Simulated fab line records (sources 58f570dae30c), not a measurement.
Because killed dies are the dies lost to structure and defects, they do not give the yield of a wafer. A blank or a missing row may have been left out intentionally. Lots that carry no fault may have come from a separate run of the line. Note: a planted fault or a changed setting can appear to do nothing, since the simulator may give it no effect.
A struck lot beside a sound one    flow berkeley cmos170    15 steps out of a route of 331
Sound: wafers L429.2, L429.4, L429.6. Struck: wafer L436.6 (left out: L436.4, L436.5 of the same lot, which were not struck); the cause appears at the end.
Per side, at each step with rows, come the tool, then ch with its chambers, and then its first start. Under that, the readings that differ: sound wafers    struck wafers    difference of the means    sigmas: that difference in standard deviations of wafers without a fault.
alike: readings whose means differ by less than 2 such deviations, and words and numbers that are the same on both sides. not compared: withheld readings, readings that some wafer has no value for, bounds like >300 that may hide the same value, and numbers for which the record gives no deviation and whose values overlap.
A row with sigmas, a row that says differs or no value, or rows on one side alone: a step with any of these is where the two part. Non-overlapping numbers with no deviation appear without sigmas and do not part them. A reading missing from all wafers of one side parts the sides only when that side holds two or more wafers.

UCB170_PSD_STRIP_09: strips in O2.
  sound on plasma asher-02 ch 0,1, day 7 06:59; struck on plasma asher-02 ch 1, day 9 01:33
  alike: drypump motor current A, oes product au, strip time to endpoint s
  not compared: overash fraction, rf hours counter h
UCB170_PSD_TW_MEAS_10:
  sound on film metro-02, day 7 07:05; struck on film metro-04, day 9 01:38
  alike: PSD_TW
then, 7 steps without rows for these wafers: UCB170_PSD_CLEAN_11 (cleans in SPM, time 600 s); UCB170_NSD_HMDS_00 (prime time 60 s); UCB170_NSD_COAT_01 (resist thk 900 nm); UCB170_NSD_SOFTBAKE_02 (time 60 s); UCB170_NSD_EXPOSE_03 (exposes mask NSELECT MOD, target cd 1200 nm); UCB170_NSD_PEB_04; UCB170_NSD_DEVELOP_05 (develop time 45 s).
UCB170_NSD_CD_MEAS_06 targets a cd of 1200 nm.
  sound on cd sem-02, day 7 11:11; struck on cd sem-02, day 9 04:46
  alike: cd nm
UCB170_NSD_OVL_MEAS_07:
  sound on overlay-01, day 7 11:17; struck on overlay-01, day 9 04:50
  alike: NSD_OVL
then, 1 step without rows for these wafers: UCB170_NSD_IMPLANT_08.
UCB170_NSD_STRIP_09: strips in O2.
  sound on plasma asher-04 ch 1, day 7 11:28; struck on plasma asher-04 ch 1, day 9 05:02
reading                sound              struck  difference  sigmas
oes product au (a.u.)  0.533 0.536 0.538  0.499   -0.037      -8
overash fraction       0.5 0.5 0.5        0.7     +0.2        
  alike: drypump motor current A, strip time to endpoint s
  not compared: rf hours counter h
UCB170_NSD_TW_MEAS_10:
  sound on film metro-03, day 7 11:35; struck on film metro-04, day 9 05:08
reading  sound           struck  difference  sigmas
NSD_TW   4203 4201 4219  4152    -56         -2
then, 1 step without rows for these wafers: UCB170_M3_PROBE_99.

WHERE THEY PART
Last at UCB170_NSD_TW_MEAS_10 as far as this record goes, first at UCB170_NSD_STRIP_09.

WHY: what had been put in by the simulator
plasma asher-04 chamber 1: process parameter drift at UCB170_NSD_STRIP_09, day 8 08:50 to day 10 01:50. A move of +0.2 in setting overash fraction, from 0.5. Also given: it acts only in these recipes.
